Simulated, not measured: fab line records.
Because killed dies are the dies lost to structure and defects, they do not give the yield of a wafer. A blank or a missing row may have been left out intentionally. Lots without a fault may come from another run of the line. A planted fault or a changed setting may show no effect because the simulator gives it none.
Tool commonality check || flow rit-cmos || Sample size 14 lots and 42 wafers

## WHY THIS WAS OPENED
RIT_FOX2_THK_MEAS_01, reading FOX2_OXIDE_THK: flagged on 2 of 14 lots. No-fault wafers: 352 nm, standard deviation 5.5.
Rule: a lot is flagged when every wafer of it that has a number lies more than 4 standard deviations from that mean, or none has a number. The rest of the lots are taken to be sound.

{"lot": "L336", "measured": "day 1 19:58", "on": "film-metro-02", "FOX2_OXIDE_THK (nm), wafer by wafer": "347 351 342", "flag": ""}
{"lot": "L337", "measured": "day 2 00:04", "on": "film-metro-04", "FOX2_OXIDE_THK (nm), wafer by wafer": "347 352 354", "flag": ""}
{"lot": "L338", "measured": "day 2 05:19", "on": "film-metro-04", "FOX2_OXIDE_THK (nm), wafer by wafer": "355 356 359", "flag": ""}
{"lot": "L339", "measured": "day 2 10:41", "on": "film-metro-04", "FOX2_OXIDE_THK (nm), wafer by wafer": "342 347 338", "flag": ""}
{"lot": "L340", "measured": "day 2 15:34", "on": "film-metro-02", "FOX2_OXIDE_THK (nm), wafer by wafer": "351 355 355", "flag": ""}
{"lot": "L341", "measured": "day 2 22:30", "on": "film-metro-04", "FOX2_OXIDE_THK (nm), wafer by wafer": "360 349 359", "flag": ""}
{"lot": "L343", "measured": "day 3 08:40", "on": "film-metro-02", "FOX2_OXIDE_THK (nm), wafer by wafer": "345 352 349", "flag": ""}
{"lot": "L344", "measured": "day 3 13:29", "on": "film-metro-03", "FOX2_OXIDE_THK (nm), wafer by wafer": "359 358 355", "flag": ""}
{"lot": "L345", "measured": "day 3 17:38", "on": "film-metro-03", "FOX2_OXIDE_THK (nm), wafer by wafer": "300 304 301", "flag": "FLAGGED"}
{"lot": "L346", "measured": "day 3 23:01", "on": "film-metro-02", "FOX2_OXIDE_THK (nm), wafer by wafer": "350 346 348", "flag": ""}
{"lot": "L348", "measured": "day 4 08:03", "on": "film-metro-03", "FOX2_OXIDE_THK (nm), wafer by wafer": "356 357 360", "flag": ""}
{"lot": "L349", "measured": "day 4 12:23", "on": "film-metro-02", "FOX2_OXIDE_THK (nm), wafer by wafer": "310 309 307", "flag": "FLAGGED"}
{"lot": "L352", "measured": "day 5 04:19", "on": "film-metro-02", "FOX2_OXIDE_THK (nm), wafer by wafer": "360 357 355", "flag": ""}
{"lot": "L359", "measured": "day 6 13:57", "on": "film-metro-02", "FOX2_OXIDE_THK (nm), wafer by wafer": "360 358 353", "flag": ""}
The numbers of the flagged lots are 305 nm on average: -47 nm against the usual, or -9 standard deviations.

## TOOL THAT RAN EACH LOT
The record holds 1 process step before the reading, out of a route of 202 steps. Cell contents, in order: the tool; ch with the chambers the sampled wafers went through; the start.
{"lot": "L336", "flag": "", "RIT_FOX2_OXIDATION_00": "furnace-04 ch 0, day 1 18:38"}
{"lot": "L337", "flag": "", "RIT_FOX2_OXIDATION_00": "furnace-03 ch 0, day 1 22:45"}
{"lot": "L338", "flag": "", "RIT_FOX2_OXIDATION_00": "furnace-04 ch 0, day 2 04:00"}
{"lot": "L339", "flag": "", "RIT_FOX2_OXIDATION_00": "furnace-04 ch 0, day 2 09:22"}
{"lot": "L340", "flag": "", "RIT_FOX2_OXIDATION_00": "furnace-01 ch 0, day 2 14:15"}
{"lot": "L341", "flag": "", "RIT_FOX2_OXIDATION_00": "furnace-04 ch 0, day 2 21:11"}
{"lot": "L343", "flag": "", "RIT_FOX2_OXIDATION_00": "furnace-04 ch 0, day 3 07:22"}
{"lot": "L344", "flag": "", "RIT_FOX2_OXIDATION_00": "furnace-04 ch 0, day 3 12:10"}
{"lot": "L345", "flag": "FLAGGED", "RIT_FOX2_OXIDATION_00": "furnace-04 ch 0, day 3 16:18"}
{"lot": "L346", "flag": "", "RIT_FOX2_OXIDATION_00": "furnace-03 ch 0, day 3 21:41"}
{"lot": "L348", "flag": "", "RIT_FOX2_OXIDATION_00": "furnace-01 ch 0, day 4 06:44"}
{"lot": "L349", "flag": "FLAGGED", "RIT_FOX2_OXIDATION_00": "furnace-04 ch 0, day 4 11:05"}
{"lot": "L352", "flag": "", "RIT_FOX2_OXIDATION_00": "furnace-01 ch 0, day 5 02:58"}
{"lot": "L359", "flag": "", "RIT_FOX2_OXIDATION_00": "furnace-01 ch 0, day 6 12:38"}
These steps, and what they do:
- RIT_FOX2_OXIDATION_00: target thk 350.7 nm, ox time 1130 s.
- RIT_FOX2_THK_MEAS_01

## FLAGGED OVER TOTAL, TOOL BY TOOL (the gauges that took the reading come last)
{"step": "RIT_FOX2_OXIDATION_00", "tool": "furnace-01", "lots run": 4, "flagged": 0, "share of the flagged lots": "none", "sound lots run after its first flagged lot": "-"}
{"step": "RIT_FOX2_OXIDATION_00", "tool": "furnace-03", "lots run": 2, "flagged": 0, "share of the flagged lots": "none", "sound lots run after its first flagged lot": "-"}
{"step": "RIT_FOX2_OXIDATION_00", "tool": "furnace-04", "lots run": 8, "flagged": 2, "share of the flagged lots": "all", "sound lots run after its first flagged lot": 0}
{"step": "RIT_FOX2_THK_MEAS_01", "tool": "film-metro-02", "lots run": 7, "flagged": 1, "share of the flagged lots": "some", "sound lots run after its first flagged lot": "2 (L352,L359)"}
{"step": "RIT_FOX2_THK_MEAS_01", "tool": "film-metro-03", "lots run": 3, "flagged": 1, "share of the flagged lots": "some", "sound lots run after its first flagged lot": "1 (L348)"}
{"step": "RIT_FOX2_THK_MEAS_01", "tool": "film-metro-04", "lots run": 4, "flagged": 0, "share of the flagged lots": "none", "sound lots run after its first flagged lot": "-"}

## WHAT THE TABLE PERMITS
1 row of the table ran every flagged lot: furnace-04 at RIT_FOX2_OXIDATION_00.
- furnace-04 at RIT_FOX2_OXIDATION_00: 2 of its 8 lots flagged. It ran its last sound lot, L344, at day 3 12:10 and its first flagged lot, L345, at day 3 16:18: a fault with its onset between the two fits. Its own readings lie more than 4 standard deviations out on every wafer of the flagged lots: spike-tc-centre-C, spike-tc-load-C, spike-tc-source-C, tube-center-temp-C, tube_center_temp_C_max.
Just one tool remains: furnace-04 at RIT_FOX2_OXIDATION_00.

## WHAT WAS PUT IN BY THE SIMULATOR
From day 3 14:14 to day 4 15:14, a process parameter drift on furnace-04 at RIT_FOX2_OXIDATION_00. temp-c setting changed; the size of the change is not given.
Shown lots that were struck: L345, L349. Same finding as the rule above.
